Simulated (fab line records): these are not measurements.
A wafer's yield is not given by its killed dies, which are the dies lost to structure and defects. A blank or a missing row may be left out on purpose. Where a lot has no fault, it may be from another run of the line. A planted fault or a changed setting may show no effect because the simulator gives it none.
A struck lot beside a sound one | flow rit cmos | 14 out of 202 route steps
Sound: the wafers L638.1, L638.3, L638.4. Wafers struck: L642.1, L642.5, L642.6. The cause comes at the end.
Each step with rows lists, per side, the tool, then ch with its chambers, then its first start. Under that, the readings that differ: sound wafers | struck wafers | difference of the means | sigmas: that difference in standard deviations of wafers without a fault.
alike: same words and numbers on both sides, and readings whose means sit less than 2 such deviations apart. not compared: any withheld reading, any reading some wafer has no value for, any bound like >300 that may hide the same value, and any number with overlapping values for which the record gives no deviation.
A row with sigmas, a row that says differs or no value, or rows on one side alone: a step with any of these is where the two part. When numbers do not overlap yet have no deviation, they are printed without sigmas and do not part them. Lack of a reading on every wafer of one side parts them only where that side has two or more wafers.

RIT_SDANNEAL_RTA_03: time 5 s.
  sound on rtp anneal-02 ch 0, day 3 14:54; struck on rtp anneal-02 ch 0, day 4 08:32
  alike: ramp up c per s, wafer_temp_C_max
RIT_SDANNEAL_RS_MEAS_04: uses a four-point probe to measure.
  sound: film metro-04 at day 3 14:58; struck: film metro-03 at day 4 08:35
  reading         | sound             | struck            | difference | sigmas
  PSD_RS (ohm/sq) | 115.1 115.5 115.2 | 116.1 115.9 116.2 | +0.8       | +2
RIT_SDANNEAL_RS_MEAS_05: uses a four-point probe to measure.
  sound: film metro-04 at day 3 15:05; struck: film metro-03 at day 4 08:43
  alike: NSD_RS
RIT_SDANNEAL_RS_MEAS_06: uses a four-point probe to measure.
  sound: film metro-04 at day 3 15:12; struck: film metro-03 at day 4 08:50
  alike: PLDD_RS
RIT_SDANNEAL_RS_MEAS_07: uses a four-point probe to measure.
  sound: film metro-04 at day 3 15:19; struck: film metro-03 at day 4 08:57
  alike: NLDD_RS
then, 1 step without rows for these wafers: RIT_SILICIDE_WET_ETCH_00 (etches SiO2 in BOE, target depth 14 nm, time 15 s).
RIT_SILICIDE_SPUTTER_01: material Ti, target thk 30 nm, time 240 s.
  sound: pvd sputter-04 at day 3 15:27; struck: pvd sputter-01 at day 4 09:05
  alike: throttle valve pct
RIT_SILICIDE_RS_MEAS_02: uses a four-point probe to measure.
  sound: film metro-03 at day 3 15:36; struck: film metro-01 at day 4 09:14
  alike: SILICIDE_TI_RS
RIT_SILICIDE_THK_MEAS_03: measures by xrf.
  sound: film metro-03 at day 3 15:43; struck: film metro-01 at day 4 09:21
  alike: SILICIDE_TI_THK
RIT_SILICIDE_RTA_04: time 10 s, ramp up 5 s, ramp down 5 s.
  sound on rtp anneal-01 ch 0, day 3 15:47; struck on rtp anneal-01 ch 0, day 4 09:25
  alike: wafer_temp_C_max
then, 1 step without rows for these wafers: RIT_SILICIDE_WET_ETCH_05 (etches Ti in SPM, time 120 s).
RIT_SILICIDE_RTA_06: time 10 s, ramp up 5 s, ramp down 10 s.
  sound on rtp anneal-02 ch 0, day 3 15:53; struck on rtp anneal-02 ch 0, day 4 09:31
  alike: wafer_temp_C_max
RIT_CONTACT_CVD_00: deposits SiO2 from TEOS, target thk 400 nm, time 61 s.
  sound on pecvd-02 ch 0,1,2, day 3 15:58; struck on pecvd-04 ch 0,1,2, day 4 09:35
  no value came back on the struck wafers for heater power w (W), rf fwd power W (W); on the sound wafers heater power w (W) reads 269 327 271
RIT_M1_PROBE_99:
  the record has rows for the sound wafers here (prober-01, day 3 22:51) and none for the struck ones

WHERE THEY PART
First at RIT_SDANNEAL_RS_MEAS_04; last, within this record, at RIT_M1_PROBE_99.

WHY: what had been put in by the simulator
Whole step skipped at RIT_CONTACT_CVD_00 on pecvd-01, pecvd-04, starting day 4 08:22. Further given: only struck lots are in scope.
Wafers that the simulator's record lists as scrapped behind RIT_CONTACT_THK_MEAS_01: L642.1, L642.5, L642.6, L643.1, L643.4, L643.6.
